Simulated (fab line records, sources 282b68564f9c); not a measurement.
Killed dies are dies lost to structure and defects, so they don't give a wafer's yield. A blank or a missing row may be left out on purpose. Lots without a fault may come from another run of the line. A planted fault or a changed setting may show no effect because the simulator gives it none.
Which tool did it? | flow rit_cmos | 14 lots, 42 wafers sampled, at 2 steps of a route of 202

WHAT THE GAUGES READ, wafer by wafer
RIT_PWELL_TW_MEAS_10.
lot  | measured    | on            | PWELL_TW
L729 | day 2 00:26 | film_metro-04 | 934 940 936
L730 | day 2 05:27 | film_metro-04 | 937 937 944
L731 | day 2 10:17 | film_metro-02 | 949 942 948
L732 | day 2 15:08 | film_metro-04 | 943 945 941
L733 | day 2 20:25 | film_metro-01 | 942 946 945
L734 | day 3 02:01 | film_metro-04 | 941 937 939
L735 | day 3 07:00 | film_metro-01 | 952 956 959
L736 | day 3 16:22 | film_metro-01 | 946 945 950
L737 | day 3 19:34 | film_metro-01 | 2013 2004 2004
L738 | day 3 21:52 | film_metro-02 | 945 944 941
L739 | day 4 04:10 | film_metro-04 | 1990 1996 1998
L746 | day 5 13:11 | film_metro-01 | 946 944 942
L748 | day 5 23:11 | film_metro-02 | 948 951 947
L752 | day 6 18:46 | film_metro-02 | 949 952 950

WHICH TOOL RAN EACH LOT (tool, then ch and the chambers of the sampled wafers, then the start)
lot  | RIT_NWELL_COAT_01
L729 | litho_track-03 ch 0, day 1 21:14
L730 | litho_track-03 ch 0, day 2 02:23
L731 | litho_track-04 ch 0, day 2 07:08
L732 | litho_track-02 ch 0, day 2 11:53
L733 | litho_track-03 ch 0, day 2 17:25
L734 | litho_track-02 ch 0, day 2 22:43
L735 | litho_track-03 ch 0, day 3 03:47
L736 | litho_track-03 ch 0, day 3 13:15
L737 | litho_track-03 ch 0, day 3 16:34
L738 | litho_track-02 ch 0, day 3 18:49
L739 | litho_track-03 ch 0, day 4 01:17
L746 | litho_track-02 ch 0, day 5 09:55
L748 | litho_track-02 ch 0, day 5 20:10
L752 | litho_track-04 ch 0, day 6 15:43
- RIT_NWELL_COAT_01: resist thk 1300 nm.

WHAT THE TOOLS THEMSELVES READ (means of the sampled wafers that have a number; where no wafer has one, the mark that the record gives instead)
The record holds no such reading with a usual standard deviation.

THE ANSWER, worked out from the rows above alone
Rule: what is usual is taken from the lots themselves. Put in order of their means at a reading, lots are off if they are a third of the lots or fewer, leave a main group of 4 or more, and stand apart from it by a gap of 3 or more times the standard deviation of the main group's means; of several such gaps the widest counts. A main group whose means are all the same, to the digits that the tables above print for the reading, isn't used. A lot without any number at a reading at which 4 lots or more have one is off too. The other lots that the step has rows for count as sound. The gauges are gone through in route order, then the tools' own readings, and for those a lot's mean is taken as printed above. The first step at which some lot is off is used, and at that step the reading that is off furthest; a lot without a number counts as furthest.
Off: L737, L739, at RIT_PWELL_TW_MEAS_10 (PWELL_TW). The main group: mean 945, standard deviation 5.1.
A tool fits if, at a process step before that reading, it ran every lot that is off, and no sound lot after the first of them. The gauges at RIT_PWELL_TW_MEAS_10 are tried like those tools. One fits: litho_track-03 at RIT_NWELL_COAT_01. Its last sound lot is L736 (day 3 13:15), its first lot that is off L737 (day 3 16:34): a fault that began between those two fits.

WHAT THE SIMULATOR HAD PUT IN
Process parameter drift: litho_track-03, from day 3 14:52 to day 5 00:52, at RIT_NWELL_COAT_01. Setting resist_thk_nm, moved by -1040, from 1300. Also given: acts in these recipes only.
Lots struck among those shown: L737, L739. The rule above found the same.
